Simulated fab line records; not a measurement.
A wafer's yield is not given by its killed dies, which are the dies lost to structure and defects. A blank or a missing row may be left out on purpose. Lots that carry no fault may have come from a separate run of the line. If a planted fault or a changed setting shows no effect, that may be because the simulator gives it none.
Which tool was responsible? | flow berkeleyCmos170 | 15 lots with 45 wafers sampled at 3 steps, on a route of 331 steps

== WHAT THE GAUGES SHOWED, per wafer ==
UCB170_PLDD_TW_MEAS_11.
lot  | measured     | on           | PLDD_TW
L512 | day 6 11:29  | filmMetro-02 | 1007 1008 1011
L514 | day 6 20:25  | filmMetro-02 | 1010 1010 1003
L517 | day 7 04:37  | filmMetro-02 | 1011 1012 1006
L515 | day 7 04:49  | filmMetro-04 | 1021 1022 1018
L516 | day 7 05:22  | filmMetro-01 | 1134 1127 1129 1134 1129 1135
L518 | day 7 14:28  | filmMetro-02 | 1147 1150 1155 1150 1156 1153
L522 | day 8 10:10  | filmMetro-01 | 1130 1133 1127 1131 1130 1125
L527 | day 9 11:37  | filmMetro-04 | 1021 1024 1016
L528 | day 9 11:54  | filmMetro-01 | 987 989 989
L530 | day 9 21:52  | filmMetro-04 | 1021 1023 1015
L529 | day 9 22:11  | filmMetro-02 | 1008 1009 1012
L531 | day 9 22:26  | filmMetro-01 | 991 985 991
L532 | day 10 13:22 | filmMetro-04 | 1025 1026 1024
L533 | day 10 20:37 | filmMetro-01 | 1000 999 998
L534 | day 10 21:07 | filmMetro-02 | 1012 1009 1015

UCB170_SDANNEAL_RS_MEAS_04: uses a four-point probe to measure.
lot  | measured     | on           | PLDD_RS (ohm/sq)
L512 | day 7 03:45  | filmMetro-01 | 1034 1030 1033
L514 | day 7 07:17  | filmMetro-02 | 1029 1030 1031
L517 | day 7 16:14  | filmMetro-02 | 1037 1033 1035
L515 | day 7 16:44  | filmMetro-01 | 1032 1036 1035
L516 | day 7 17:51  | filmMetro-02 | 760 761 759 759 759 759
L518 | day 8 11:23  | filmMetro-04 | 756 757 754 755 755 755
L522 | day 9 00:23  | filmMetro-01 | 753 753 753 754 754 755
L527 | day 10 00:04 | filmMetro-01 | 1032 1028 1028
L528 | day 10 01:18 | filmMetro-04 | 1034 1034 1033
L530 | day 10 12:21 | filmMetro-02 | 1030 1032 1030
L529 | day 10 12:49 | filmMetro-01 | 1029 1031 1026
L531 | day 10 12:33 | filmMetro-04 | 1036 1034 1038
L532 | day 11 04:11 | filmMetro-01 | 1030 1032 1033
L533 | day 11 14:25 | filmMetro-01 | 1025 1029 1028
L534 | day 11 14:43 | filmMetro-02 | 1034 1032 1036

== EACH LOT AND THE TOOL THAT RAN IT (in order: tool; ch and the chambers of the sampled wafers; start) ==
lot  | UCB170_PLDD_IMPLANT_09
L512 | implanter-01 ch 0, day 6 11:16
L514 | implanter-02 ch 0, day 6 20:07
L517 | implanter-01 ch 0, day 7 04:22
L515 | implanter-02 ch 0, day 7 04:36
L516 | implanter-04 ch 0, day 7 04:48
L518 | implanter-01 ch 0, day 7 13:55
L522 | implanter-01 ch 0, day 8 09:36
L527 | implanter-01 ch 0, day 9 11:22
L528 | implanter-02 ch 0, day 9 11:39
L530 | implanter-04 ch 0, day 9 21:37
L529 | implanter-01 ch 0, day 9 21:58
L531 | implanter-02 ch 0, day 9 22:11
L532 | implanter-01 ch 0, day 10 13:07
L533 | implanter-02 ch 0, day 10 20:23
L534 | implanter-04 ch 0, day 10 20:53
- UCB170_PLDD_IMPLANT_09

== AS READ BY THE TOOLS THEMSELVES (means over the sampled wafers that have a number; for cases with no such wafer, the mark the record gives instead) ==
UCB170_PLDD_IMPLANT_09.
lot  | tool         | beamOnS (s)
L512 | implanter-01 | 10.6
L514 | implanter-02 | 10.2
L517 | implanter-01 | 10.6
L515 | implanter-02 | 10.2
L516 | implanter-04 | 10.0
L518 | implanter-01 | 10.5
L522 | implanter-01 | 10.5
L527 | implanter-01 | 10.6
L528 | implanter-02 | 10.0
L530 | implanter-04 | 10.2
L529 | implanter-01 | 10.4
L531 | implanter-02 | 10.2
L532 | implanter-01 | 10.6
L533 | implanter-02 | 9.9
L534 | implanter-04 | 10.1

== THE ANSWER, worked out from the rows above alone ==
Rule: the lots themselves supply what counts as usual. The widest of any qualifying gaps counts: lots, ordered by their means at a reading, are off when they make up no more than a third of the lots, leave a main group of 4 or more, and stand apart from it by 3 or more times the standard deviation of that group's means. If all means in a main group match to the digits the tables above print for the reading, that group is not used. A lot without any number at a reading at which 4 lots or more have one is off too. All remaining lots with rows at the step are treated as sound. After the gauges, taken in route order, come the tools' own readings; for these a lot's mean is taken, as printed above. The first step at which some lot is off is used, and at that step the reading that is off furthest; a lot without a number counts as furthest.
Off: L516, L518, L522, at UCB170_PLDD_TW_MEAS_11 (PLDD_TW). Main group: mean 1009, sd 11.
A tool fits if, at a process step before that reading, it ran every lot that is off, and no sound lot after the first of them. Gauges at UCB170_PLDD_TW_MEAS_11: tried the same way as those tools. Not one of the candidates tried fits.

== WHAT WAS PUT IN BY THE SIMULATOR ==
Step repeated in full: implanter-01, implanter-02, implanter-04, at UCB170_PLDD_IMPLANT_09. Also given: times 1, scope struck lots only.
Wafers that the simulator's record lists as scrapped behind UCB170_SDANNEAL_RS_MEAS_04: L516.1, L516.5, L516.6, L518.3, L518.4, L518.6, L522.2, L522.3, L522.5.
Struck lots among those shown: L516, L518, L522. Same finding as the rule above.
